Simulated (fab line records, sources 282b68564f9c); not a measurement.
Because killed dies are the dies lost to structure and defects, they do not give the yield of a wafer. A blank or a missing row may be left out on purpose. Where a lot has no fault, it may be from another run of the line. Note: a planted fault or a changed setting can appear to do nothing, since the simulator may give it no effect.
fab line records ; flow rit_cmos
record: lots: 13; wafers: 39; last_day: 7
route steps=202 shown ACTIVE@4
lots that met no fault: taken from a fault-free run of the same line
start_h: hours from the record's first day to the start of the lot's first wafer shown ; wait_h: hours since the lot's step before ; " as in the row above ; L1.1+2: a row that stands for several wafers ; - value missing, or start not given ; * or withheld: withheld ; < > ~ a bound
route shown NAME@n: NAME is a module with steps in the file, n the number in the route of the first one ; usual: mean/standard deviation taken from wafers without a fault ; same: alike in all rows ; chamber/n: place in a boat ; sites: each site's reading ; _std_site: how widely they spread, as a standard deviation ; _edge_site: inner sites' mean taken away from outer sites' mean ; radius_mm: how far each site lies from the wafer's centre ; mask NAME#n: copy n ; behind: the last tool/chamber to shape the wafer ; hold: the reason the lot was held/the length of the hold in hours/how it ended ; device: the n, p or np transistor that did not switch ; end of line: at the end of the route, the tests of the same wafers ; step lacking rows: just its recipe ; killed: at the first sort, the dies lost to defects and structure; wafer yield is something else ; map: the dies of a wafer, with x for killed, . for not killed, _ for no die there
set.NAME: the setting that was run; set.NAME@STEP: the one run at that earlier step ; model.NAME: the simulator's own value behind a step, which no gauge read
one table for each step of the route and one row for each wafer, over a sample of lots
services: a tool's chamber out of use, with start hour (start_h, from the record's first day; less than 0 if before it), hours out, and reason
== steps ==
step: RIT_ACTIVE_CVD_03
recipe: material: Si3N4; target_thk_nm: 150; temp_c: 810; precursor: SiH2Cl2/NH3; time_s: 1500; pressure_mtorr: 300; sih2cl2_flow_sccm: 60; nh3_flow_sccm: 150
usual: spike_tc_centre_C: 812.6/1.4; zone_power_centre_pct: 34.4/2.9
lot.wafer;tool;chamber;start_h;wait_h;spike_tc_centre_C;zone_power_centre_pct
L980.2;lpcvd-01;0;18.21;0.9;812.9;31.5
L980.4;lpcvd-01;0;18.21;0.9;812.1;32.4
L980.6;lpcvd-01;0;18.21;0.9;811.5;32.3
L981.2;lpcvd-02;1;22.93;0.0;811.9;30.8
L981.3;lpcvd-02;1;22.93;0.0;811.5;30.9
L981.5;lpcvd-02;1;22.93;0.0;812.0;31.5
L982.1;lpcvd-01;0;28.88;0.1;813.1;32.3
L982.3;lpcvd-01;0;28.88;0.1;812.0;31.8
L982.4;lpcvd-01;0;28.88;0.1;811.3;32.1
L983.2;lpcvd-01;1;32.27;0.2;811.5;36.8
L983.4;lpcvd-01;1;32.27;0.2;811.3;37.3
L983.6;lpcvd-01;1;32.27;0.2;811.0;36.5
L984.1;lpcvd-02;1;40.81;0.1;812.7;31.0
L984.2;lpcvd-02;1;40.81;0.1;810.1;30.8
L984.3;lpcvd-02;1;40.81;0.1;813.2;31.9
L985.2;lpcvd-02;1;45.15;0.0;811.1;31.0
L985.4;lpcvd-02;1;45.15;0.0;810.8;31.2
L985.5;lpcvd-02;1;45.15;0.0;811.0;31.0
L986.2;lpcvd-01;0;47.16;0.0;811.2;32.4
L986.4;lpcvd-01;0;47.16;0.0;812.1;32.0
L986.6;lpcvd-01;0;47.16;0.0;813.4;31.6
L987.1;lpcvd-01;1;52.11;0.1;812.7;37.0
L987.3;lpcvd-01;1;52.11;0.1;811.0;36.9
L987.5;lpcvd-01;1;52.11;0.1;813.9;36.8
L989.4;lpcvd-02;0;62.37;0.0;815.4;37.5
L989.5;lpcvd-02;0;62.37;0.0;814.0;36.6
L989.6;lpcvd-02;0;62.37;0.0;813.6;37.7
L992.2;lpcvd-01;1;78.30;0.0;838.5;46.6
L992.3;lpcvd-01;1;78.30;0.0;839.7;47.5
L992.5;lpcvd-01;1;78.30;0.0;839.0;46.7
L998.1;lpcvd-02;0;109.68;0.1;813.5;37.9
L998.2;lpcvd-02;0;109.68;0.1;815.2;37.6
L998.5;lpcvd-02;0;109.68;0.1;813.4;37.2
L100.1;lpcvd-02;1;117.26;0.1;811.1;30.9
L100.3;lpcvd-02;1;117.26;0.1;812.4;30.4
L100.4;lpcvd-02;1;117.26;0.1;811.5;31.0
L101.1;lpcvd-02;0;123.07;0.1;814.0;37.4
L101.2;lpcvd-02;0;123.07;0.1;813.7;36.9
L101.4;lpcvd-02;0;123.07;0.1;814.1;37.5
step: RIT_ACTIVE_THK_MEAS_04
recipe: reads: Si3N4_of_ACTIVE_CVD_03
usual: ACTIVE_NITRIDE_THK: 150.4/1.4
lot.wafer;tool;chamber;start_h;wait_h;ACTIVE_NITRIDE_THK[nm]
L980.2;film_metro-03;-;19.64;0.0;151.8
L980.4;film_metro-03;-;19.64;0.0;152.9
L980.6;film_metro-03;-;19.64;0.0;153.6
L981.2;film_metro-04;-;24.35;0.0;150.9
L981.3;film_metro-04;-;24.35;0.0;152.0
L981.5;film_metro-04;-;24.35;0.0;150.3
L982.1;film_metro-03;-;30.30;0.0;152.8
L982.3;film_metro-03;-;30.30;0.0;152.4
L982.4;film_metro-03;-;30.30;0.0;152.9
L983.2;film_metro-02;-;33.70;0.0;149.9
L983.4;film_metro-02;-;33.70;0.0;148.6
L983.6;film_metro-02;-;33.70;0.0;149.7
L984.1;film_metro-03;-;42.22;0.0;150.9
L984.2;film_metro-03;-;42.22;0.0;150.8
L984.3;film_metro-03;-;42.22;0.0;149.4
L985.2;film_metro-02;-;46.57;0.0;150.8
L985.4;film_metro-02;-;46.57;0.0;150.4
L985.5;film_metro-02;-;46.57;0.0;150.4
L986.2;film_metro-03;-;48.59;0.0;151.0
L986.4;film_metro-03;-;48.59;0.0;152.4
L986.6;film_metro-03;-;48.59;0.0;151.9
L987.1;film_metro-04;-;53.53;0.0;150.1
L987.3;film_metro-04;-;53.53;0.0;150.1
L987.5;film_metro-04;-;53.53;0.0;150.2
L989.4;film_metro-02;-;63.82;0.0;150.2
L989.5;film_metro-02;-;63.82;0.0;149.7
L989.6;film_metro-02;-;63.82;0.0;150.1
L992.2;film_metro-04;-;79.73;0.0;159.3
L992.3;film_metro-04;-;79.73;0.0;162.9
L992.5;film_metro-04;-;79.73;0.0;179.2
L998.1;film_metro-04;-;111.09;0.0;149.2
L998.2;film_metro-04;-;111.09;0.0;149.8
L998.5;film_metro-04;-;111.09;0.0;148.2
L100.1;film_metro-03;-;118.68;0.0;148.7
L100.3;film_metro-03;-;118.68;0.0;148.1
L100.4;film_metro-03;-;118.68;0.0;148.1
L101.1;film_metro-02;-;124.49;0.0;152.1
L101.2;film_metro-02;-;124.49;0.0;151.4
L101.4;film_metro-02;-;124.49;0.0;151.4
step: RIT_ACTIVE_ETCH_13
recipe: stop_on: SiO2; chemistry: SF6; target: Si3N4; time_s: 210; over_etch_frac: 0.4; SF6_flow_sccm: 200; pressure_mtorr: 260; rf_w: 125; target_depth_a: 2100
usual: SF6_flow_sccm: 200.1/0.58; drypump_motor_current_A: 5.9/0.41; oes_product_au: 0.820/0.014; throttle_valve_pct: 7.47/0.11
lot.wafer;tool;chamber;start_h;wait_h;SF6_flow_sccm;drypump_motor_current_A;oes_product_au;rf_hours_counter_h;throttle_valve_pct
L980.2;rie_diel-01;2;20.93;0.1;199.8;6.3;0.805;92;7.58
L980.4;rie_diel-01;2;20.93;0.1;199.6;6.2;0.816;-;7.57
L980.6;rie_diel-01;1;20.93;0.1;200.3;5.6;0.821;-;7.29
L981.2;rie_diel-04;0;25.52;0.1;199.9;5.9;0.840;107;7.51
L981.3;rie_diel-04;2;25.52;0.1;201.1;6.2;0.833;139;7.48
L981.5;rie_diel-04;1;25.52;0.1;200.4;5.9;0.801;-;7.33
L982.1;rie_diel-04;0;31.60;0.1;199.5;5.9;0.841;107;7.50
L982.3;rie_diel-04;1;31.60;0.1;200.7;5.9;0.815;104;7.36
L982.4;rie_diel-04;0;31.60;0.1;200.0;5.9;0.838;-;7.53
L983.2;rie_diel-04;2;35.00;0.1;199.6;6.2;0.828;139;7.51
L983.4;rie_diel-04;1;35.00;0.1;199.6;5.9;0.796;-;7.36
L983.6;rie_diel-04;2;35.00;0.1;199.8;6.2;0.828;-;7.49
L984.1;rie_diel-04;2;43.53;0.1;200.0;6.2;0.820;139;7.49
L984.2;rie_diel-04;0;43.53;0.1;200.7;5.9;0.844;108;7.51
L984.3;rie_diel-04;1;43.53;0.1;199.9;5.9;0.782;104;7.34
L985.2;rie_diel-01;1;47.87;0.1;200.3;5.6;0.815;43;7.29
L985.4;rie_diel-01;2;47.87;0.1;201.1;6.2;0.807;92;7.58
L985.5;rie_diel-01;3;47.87;0.1;201.4;6.6;0.815;-;7.56
L986.2;rie_diel-04;2;50.02;0.1;200.3;6.2;0.826;139;7.50
L986.4;rie_diel-04;1;50.02;0.1;200.8;5.9;0.803;104;7.36
L986.6;rie_diel-04;0;50.02;0.1;199.8;5.9;0.838;-;7.51
L987.1;rie_diel-01;0;54.71;0.1;200.1;5.9;0.823;0;7.32
L987.3;rie_diel-01;1;54.71;0.1;200.8;5.6;0.818;43;7.30
L987.5;rie_diel-01;3;54.71;0.1;200.6;6.6;0.824;-;7.56
L989.4;rie_diel-03;1;65.35;0.1;198.7;5.3;0.815;-;7.48
L989.5;rie_diel-03;2;65.35;0.1;200.4;5.6;0.813;-;7.64
L989.6;rie_diel-03;3;65.35;0.1;200.7;4.7;0.821;-;7.36
L992.2;rie_diel-04;1;81.02;0.1;199.7;5.9;0.837;105;7.36
L992.3;rie_diel-04;3;81.02;0.1;201.2;6.1;0.844;0;7.54
L992.5;rie_diel-04;1;81.02;0.1;199.8;5.9;0.894;-;7.34
L998.1;rie_diel-04;0;112.40;0.1;200.9;5.9;0.833;109;7.50
L998.2;rie_diel-04;1;112.40;0.1;200.4;5.9;0.799;105;7.35
L998.5;rie_diel-04;2;112.40;0.1;200.2;6.2;0.820;-;7.50
L100.1;rie_diel-01;0;119.99;0.1;199.1;5.9;0.819;1;7.33
L100.3;rie_diel-01;1;119.99;0.1;199.1;5.6;0.815;44;7.29
L100.4;rie_diel-01;2;119.99;0.1;200.3;6.2;0.797;93;7.57
L101.1;rie_diel-04;0;125.77;0.1;199.4;5.9;0.840;109;7.51
L101.2;rie_diel-04;3;125.77;0.1;200.3;6.1;0.820;1;7.55
L101.4;rie_diel-04;1;125.77;0.1;199.1;5.9;0.811;106;7.38
== services ==
tool;chamber;start_h;hours;kind
rie_diel-01;0;14.35;-;clean
rie_diel-01;0;14.35;21.2;scheduled_down
rie_diel-01;0;14.35;21.2;vent_cycle
rie_diel-03;0;18.88;49.6;repair
rie_diel-04;3;22.93;-;clean
rie_diel-04;3;22.93;23.6;scheduled_down
rie_diel-04;3;22.93;23.6;vent_cycle
lpcvd-02;-;50.99;2.8;pm
rie_diel-03;2;52.50;9.5;repair
rie_diel-03;3;59.59;4.2;repair
rie_diel-01;0;92.51;5.3;repair
rie_diel-03;-;113.42;1.0;repair
== key ==
first_sign: step: RIT_ACTIVE_CVD_03; reading: spike_tc_centre_C; direction: up; sigmas: 19; usual: 812.6; struck: 839.1
effect: step: RIT_ACTIVE_CVD_03; reading: zone_power_centre_pct; direction: up; sigmas: 4.3; usual: 34.4; struck: 47.0
effect: step: RIT_ACTIVE_THK_MEAS_04; reading: ACTIVE_NITRIDE_THK; direction: up; sigmas: 12; usual: 150.4; struck: 167.1
effect: step: RIT_ACTIVE_ETCH_13; reading: oes_product_au; direction: up; sigmas: 2.7; usual: 0.820; struck: 0.859
met_at RIT_ACTIVE_CVD_03
struck_lots L992
struck_wafers L992.2,L992.3,L992.5
tester_left_out L992
onset_between 52.11 78.30
fault: kind: process_parameter_drift; tool: lpcvd-01; chamber: 1; onset_h: 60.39; steps: RIT_ACTIVE_CVD_03; channel: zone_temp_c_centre; offset: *; shape: step; end_h: 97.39
tester_left_out: of these lots the tester's yield and bins aren't shown, on N5 and GAA mostly nor the transistor test; their killed dies are dies lost to structure and defects alone, not to doping, threshold or leakage, so they don't give the yield
